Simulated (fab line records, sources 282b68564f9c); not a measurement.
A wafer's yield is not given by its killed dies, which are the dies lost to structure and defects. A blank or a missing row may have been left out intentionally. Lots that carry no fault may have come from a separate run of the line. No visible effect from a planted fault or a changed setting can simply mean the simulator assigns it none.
Problem report, 8D (eight disciplines) form, completed by code | flow rit cmos | the parts of the form that need people (team, actions taken, sign-off) are left out

== 1. PROBLEM STATEMENT ==
Across 6 wafers from 2 lots, NWELL_TW at RIT_NWELL_TW_MEAS_10 averages 1878, while fault-free wafers read 2119 with a standard deviation of 16. That puts it -15 standard deviations away from the usual mean.
Seen first at day 5 05:48 on film metro-02, wafer L777.1. At this step, 42 wafers from 14 lots have a number in the record. The rule behind "out" and "out of limits": a value lying over 4 standard deviations away from the usual mean. Any other wafer with a number is counted as sound.

== 2. WHAT IT IS AND WHAT IT IS NOT ==
question                    | is                           | is not
which readings at this step | NWELL_TW                     | -
which lots                  | L777, L778                   | L761, L762, L763, L764, L765, L766, L767, L768, L769, L770, L776, L783
which wafers of those lots  | all that have a number       | -
read on which gauges        | film metro-02, film metro-04 | film metro-03
when                        | from day 5 05:48             | up to then (33 sound wafers); but 3 sound wafers of L783 came after

== 3. WHAT RULES OUT EACH SUSPECT ==
Counting: any tool at a process step up to the reading is kept as a suspect provided that every lot that is out went through it and no sound lot did after the first of them.
- ruled out: the gauge at RIT_NWELL_TW_MEAS_10. Those wafers that are out were read across 2 gauges (film metro-02, film metro-04).
- implanter-04 at RIT_NWELL_IMPLANT_08: kept. It processed each lot that is out, first L777 at day 5 05:29, and no sound lot thereafter; up to then, the last sound lot it processed was L776 at day 5 00:09. Out on those wafers are its own readings of dose ions cm2, faraday current uA.
Remaining after the count: implanter-04 at RIT_NWELL_IMPLANT_08.

== 4. THE CAUSE (what the simulator had put in) ==
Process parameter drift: implanter-04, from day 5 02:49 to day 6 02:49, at RIT_NWELL_IMPLANT_08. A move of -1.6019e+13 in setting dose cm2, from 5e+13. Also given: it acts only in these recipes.
After counting, this tool was the only one left.

== 5. SEQUENCE OF EFFECTS, ordered by route ==
One row per reading whose mean, taken over the struck wafers that have a number, lies over 3 standard deviations from the usual. Only readings for which the record gives a usual standard deviation are gone through. hours: the time from each lot's start at the first step in this table that gives one to its start at this step, as a median over the lots. sigmas: the change in usual standard deviations.
hours | step                     | reading            | usual        | on struck wafers | change     | sigmas
0     | RIT_NWELL_IMPLANT_08     | dose ions cm2      | 4.999e+13    | 3.391e+13        | -1.608e+13 | -99 or more
0     | RIT_NWELL_IMPLANT_08     | faraday current uA | 159          | 108              | -51        | -16
0     | RIT_NWELL_TW_MEAS_10     | NWELL_TW           | 2119         | 1878             | -241       | -15
7     | RIT_WELLDRIVE_RS_MEAS_01 | NWELL_RS           | 275.2 ohm/sq | 349.9            | +74.7      | +99 or more
Process steps it contains:
- RIT_NWELL_IMPLANT_08

== 6. HOW IT WOULD HAVE BEEN CAUGHT EARLIER ==
Counted from the fault's start at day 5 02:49, it took 3 hours until the first out-of-limits reading at a measuring or inspecting step in this record, taken at day 5 05:48.
The tool's own readings at RIT_NWELL_IMPLANT_08 were out on every struck wafer that the step has a row for (dose ions cm2, faraday current uA): an alarm limit on them would have fired on the first of those.
Of the lots that are out (2), L778 began RIT_NWELL_IMPLANT_08 on implanter-04 after day 5 05:48. It would have been spared by a hold on the tool at that moment.
